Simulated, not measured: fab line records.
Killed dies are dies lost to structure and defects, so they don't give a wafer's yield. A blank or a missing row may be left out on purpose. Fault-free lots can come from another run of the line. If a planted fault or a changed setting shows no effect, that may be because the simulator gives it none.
fab line records | flow ritCmos
record lots=14 wafers=42 lastDay=7
route steps=202 shown SPACER@128
lots untouched by any fault: they come from a run of this same line in which no faults occurred
startH: hours from the record's first day to the start of the lot's first wafer shown | waitH: hours since the lot's step before | " same as the row above | L1.1+2: several wafers, shown together as one row | - no value, or no start was given | * or withheld: withheld | < > ~ a bound
route shown NAME@n: a module of which the file shows steps, and the number in the route of the first | usual: mean and standard deviation over wafers with no fault | same: alike in all rows | chamber/n: place in a boat | sites: the reading at each site | _std_site: the standard deviation of these | _edge_site: mean of outer sites minus mean of inner sites | radiusMm: for every site, how far away it sits from the centre of the wafer | mask NAME#n: copy n | behind: the tool/chamber that last shaped the wafer | hold: why the lot was held/for how many hours/how that ended | device: which transistor (n, p or np) failed to switch | end of line: at the end of the route, the tests of the same wafers | a step given without rows: its recipe and nothing more | killed: at the first sort, the dies lost to defects and structure; wafer yield is something else | map: a wafer's dies, marking killed ones x, the rest . and places with no die _
set.NAME: the run value of the setting; set.NAME@STEP: its run value at that earlier step | model.NAME: the simulator's own value behind a step, which no gauge read
the route's steps for a sample of lots (tables are steps, rows are wafers)
services: when a tool's chamber went out of use (startH, in hours from the record's first day, below 0 if earlier), for how many hours, and the reason
## steps
# step RIT_SPACER_CVD_03
# recipe material=Si3N4 targetThkNm=250 tempC=810 precursor=SiH2Cl2/NH3 timeS=3300 pressureMtorr=300 sih2cl2FlowSccm=60 nh3FlowSccm=150
# usual spikeTcCentreC=812.3/1.6 spikeTcLoadC=835/3.5 spikeTcSourceC=832.0/2.3 susceptorTempC=810.0/0.34
# columns lot.wafer tool chamber startH waitH spikeTcCentreC spikeTcLoadC spikeTcSourceC susceptorTempC
L227.4 lpcvd-01 1 49.76 0.0 812.6 838 832.7 809.9
L227.5 " 1 " " 813.0 835 834.2 809.0
L227.6 " 1 " " 813.7 837 835.9 809.7
L228.1 lpcvd-01 1 55.15 2.2 814.2 839 834.9 810.9
L228.3 " 1 " " 813.2 835 833.4 810.9
L228.6 " 1 " " 813.0 839 834.1 810.6
L229.2 lpcvd-02 0 64.31 0.0 809.9 836 832.9 810.3
L229.3 " 0 " " 809.8 834 834.6 810.4
L229.6 " 0 " " 809.5 835 832.2 810.6
L230.3 lpcvd-01 1 64.55 0.0 814.0 837 833.1 809.7
L230.5 " 1 " " 813.4 838 832.7 809.9
L230.6 " 1 " " 811.9 837 834.5 809.7
L231.2 lpcvd-01 0 68.64 0.0 810.6 838 827.4 809.6
L231.5 " 0 " " 811.5 839 827.6 810.1
L231.6 " 0 " " 813.2 837 827.3 809.5
L233.2 lpcvd-01 0 76.28 0.0 812.2 837 828.1 809.7
L233.3 " 0 " " 810.9 839 827.8 810.0
L233.6 " 0 " " 811.1 838 828.4 810.3
L232.2 lpcvd-01 1 78.48 0.0 814.3 836 832.7 810.6
L232.3 " 1 " " 812.3 838 833.4 809.7
L232.4 " 1 " " 813.9 837 835.2 809.8
L234.3 lpcvd-01 1 82.04 0.0 812.3 839 834.4 809.5
L234.4 " 1 " " 813.2 839 833.3 809.5
L234.5 " 1 " " 812.5 837 832.7 809.3
L235.2 lpcvd-01 1 84.62 0.0 856.5 882 879.3 854.9
L235.4 " 1 " " 858.0 884 879.5 854.9
L235.6 " 1 " " 858.0 883 879.8 854.8
L236.1 lpcvd-01 0 89.03 0.0 857.6 883 873.9 855.4
L236.4 " 0 " " 856.4 883 873.2 855.4
L236.5 " 0 " " 857.7 885 873.9 855.4
L237.2 lpcvd-02 0 94.82 0.0 809.8 836 832.5 810.3
L237.3 " 0 " " 809.1 837 833.2 810.1
L237.5 " 0 " " 808.6 836 832.2 810.1
L238.1 lpcvd-01 0 104.76 0.0 857.4 882 873.4 854.7
L238.2 " 0 " " 858.4 882 874.0 854.8
L238.6 " 0 " " 856.8 884 874.5 854.8
L246.1 lpcvd-02 1 139.87 0.0 812.1 830 833.4 810.5
L246.2 " 1 " " 815.1 828 834.1 810.5
L246.4 " 1 " " 813.5 831 832.6 810.0
L250.1 lpcvd-02 1 160.06 0.0 812.9 832 833.5 810.2
L250.4 " 1 " " 814.1 829 832.9 810.3
L250.6 " 1 " " 814.6 831 833.0 810.1
# step RIT_SPACER_THK_MEAS_04
# recipe reads=Si3N4_of_SPACER_CVD_03
# usual SPACER_NITRIDE_THK=249.5/2.2
# columns lot.wafer tool chamber startH waitH SPACER_NITRIDE_THK[nm]
L227.4 filmMetro-04 - 51.71 0.0 250.4
L227.5 " - " " 252.6
L227.6 " - " " 252.2
L228.1 filmMetro-04 - 57.06 0.0 252.1
L228.3 " - " " 252.5
L228.6 " - " " 251.3
L230.3 filmMetro-04 - 66.49 0.0 249.6
L230.5 " - " " 251.3
L230.6 " - " " 250.6
L229.2 filmMetro-04 - 67.19 0.0 251.6
L229.3 " - " " 251.8
L229.6 " - " " 251.9
L231.2 filmMetro-03 - 70.57 0.0 248.9
L231.5 " - " " 246.9
L231.6 " - " " 249.5
L233.2 filmMetro-03 - 78.20 0.0 247.8
L233.3 " - " " 248.3
L233.6 " - " " 249.2
L232.2 filmMetro-03 - 80.41 0.0 247.9
L232.3 " - " " 248.3
L232.4 " - " " 249.6
L234.3 filmMetro-04 - 83.97 0.0 252.1
L234.4 " - " " 250.4
L234.5 " - " " 250.9
L235.2 filmMetro-04 - 87.50 0.0 418.9
L235.4 " - " " 420.9
L235.6 " - " " 420.6
L236.1 filmMetro-04 - 90.95 0.0 413.9
L236.4 " - " " 415.9
L236.5 " - " " 414.5
L237.2 filmMetro-04 - 96.75 0.0 251.4
L237.3 " - " " 251.6
L237.5 " - " " 253.1
L238.1 filmMetro-02 - 106.68 0.0 420.9
L238.2 " - " " 422.4
L238.6 " - " " 421.6
L246.1 filmMetro-03 - 141.78 0.0 250.3
L246.2 " - " " 252.8
L246.4 " - " " 250.7
L250.1 filmMetro-03 - 161.98 0.0 251.6
L250.4 " - " " 250.6
L250.6 " - " " 250.8
# step RIT_SPACER_ETCHBACK_05
# recipe targetDepthA=2500 SF6_flow_sccm=30 CHF3_flow_sccm=30 target=Si3N4 chemistry=SF6/CHF3 pressureMtorr=40 rfW=250 timeS=240 stopOn=SiO2
# usual CHF3_flow_sccm=30.01/0.092 drypumpMotorCurrentA=5.5/0.52 oesProductAu=0.838/0.013 throttleValvePct=10.20/0.16
# columns lot.wafer tool chamber startH waitH CHF3_flow_sccm drypumpMotorCurrentA oesProductAu rfHoursCounterH throttleValvePct
L227.4 rieDiel-02 2 51.74 0.0 30.00 5.3 0.828 7 9.97
L227.5 " 2 " " 29.97 5.3 0.828 - 9.96
L227.6 " 3 " " 30.09 6.7 0.849 - 10.34
L228.1 rieDiel-02 0 57.12 0.1 30.12 5.3 0.839 100 10.47
L228.3 " 3 " " 30.00 6.6 0.856 136 10.35
L228.6 " 2 " " 30.08 5.3 0.829 - 9.98
L230.3 rieDiel-02 0 66.53 0.0 30.04 5.3 0.836 100 10.46
L230.5 " 0 " " 30.03 5.3 0.829 - 10.46
L230.6 " 3 " " 29.98 6.6 0.850 - 10.36
L229.2 rieDiel-04 3 67.24 0.0 30.03 5.6 0.861 123 10.01
L229.3 " 2 " " 30.03 5.4 0.850 60 10.18
L229.6 " 3 " " 30.11 5.7 0.840 - 10.02
L231.2 rieDiel-02 2 70.62 0.0 29.99 5.3 0.823 8 9.96
L231.5 " 0 " " 30.10 5.3 0.821 - 10.47
L231.6 " 2 " " 30.02 5.3 0.823 - 9.98
L233.2 rieDiel-01 1 78.25 0.0 30.09 5.0 0.832 94 10.19
L233.3 " 3 " " 29.99 4.8 0.847 142 10.24
L233.6 " 2 " " 30.21 6.1 0.848 - 10.40
L232.2 rieDiel-04 2 80.46 0.0 29.92 5.4 0.843 60 10.16
L232.3 " 3 " " 30.12 5.6 0.837 124 10.02
L232.4 " 0 " " 29.92 5.0 0.850 29 10.16
L234.3 rieDiel-02 3 84.01 0.0 29.93 6.7 0.849 136 10.36
L234.4 " 0 " " 29.95 5.3 0.830 101 10.45
L234.5 " 0 " " 30.05 5.3 0.835 - 10.47
L235.2 rieDiel-04 3 87.55 0.0 30.01 5.6 1.012 124 10.07
L235.4 " 1 " " 29.89 5.3 1.020 144 10.20
L235.6 " 1 " " 30.05 5.3 1.002 - 10.22
L236.1 rieDiel-02 0 91.01 0.1 29.95 5.3 1.015 101 10.53
L236.4 " 1 " " 29.90 5.3 0.959 0 10.16
L236.5 " 2 " " 30.11 5.3 0.953 - 10.03
L237.2 rieDiel-02 0 96.80 0.0 30.00 5.3 0.834 101 10.45
L237.3 " 1 " " 30.04 5.3 0.828 1 10.14
L237.5 " 3 " " 30.14 6.7 0.855 - 10.34
L238.1 rieDiel-02 1 106.74 0.1 30.12 5.4 0.964 1 10.16
L238.2 " 2 " " 29.95 5.3 0.960 8 10.00
L238.6 " 1 " " 29.95 5.3 0.967 - 10.17
L246.1 rieDiel-04 2 141.84 0.1 30.04 5.4 0.854 61 10.20
L246.2 " 3 " " 29.89 5.7 0.849 124 10.01
L246.4 " 0 " " 29.94 5.0 0.848 30 10.17
L250.1 rieDiel-02 3 162.04 0.1 29.96 6.7 0.855 138 10.37
L250.4 " 0 " " 30.03 5.3 0.821 103 10.45
L250.6 " 3 " " 29.97 6.7 0.860 - 10.35
## services
# columns tool chamber startH hours kind
rieDiel-01 2 34.05 8.1 repair
lpcvd-02 - 47.39 16.1 repair
rieDiel-04 - 49.01 1.1 repair
rieDiel-02 1 59.75 - clean
rieDiel-02 1 59.75 12.9 scheduledDown
rieDiel-02 1 59.75 12.9 ventCycle
rieDiel-01 - 98.85 2.4 repair
lpcvd-01 - 113.53 14.6 pm
rieDiel-01 2 131.50 3.7 repair
## key
firstSign step=RIT_SPACER_CVD_03 reading=susceptorTempC direction=up sigmas=99+ usual=* struck=*
effect step=RIT_SPACER_CVD_03 reading=spikeTcCentreC direction=up sigmas=28 usual=812.3 struck=857.4
effect step=RIT_SPACER_THK_MEAS_04 reading=SPACER_NITRIDE_THK direction=up sigmas=76 usual=249.5 struck=418.8
effect step=RIT_SPACER_ETCHBACK_05 reading=oesProductAu direction=up sigmas=11 usual=0.838 struck=0.984
metAt RIT_SPACER_CVD_03
struckLots L235,L236,L238
laterRowsLeftOut L235.2,L235.4,L235.6,L236.1,L236.4,L236.5,L238.1,L238.2,L238.6
sortLeftOut L235.2,L235.4,L235.6,L236.1,L236.4,L236.5,L238.1,L238.2,L238.6
testerLeftOut L235,L236,L238
fault kind=processParameterDrift tool=lpcvd-01 chamber=- onsetH=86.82 steps=RIT_SPACER_CVD_03 channel=tempC offset=* shape=step endH=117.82 actsIn=* stated=*
# testerLeftOut: of these lots the tester's yield and bins aren't shown, on N5 and GAA mostly nor the transistor test; their killed dies are dies lost to structure and defects alone, not to doping, threshold or leakage, so they don't give the yield
# sortLeftOut: the simulated sort isn't trusted on such a fault, so these wafers' sort isn't shown, and their yield isn't known
# laterRowsLeftOut: the simulator's readings of these wafers behind a module that went badly wrong aren't trusted and aren't shown, but for the sort
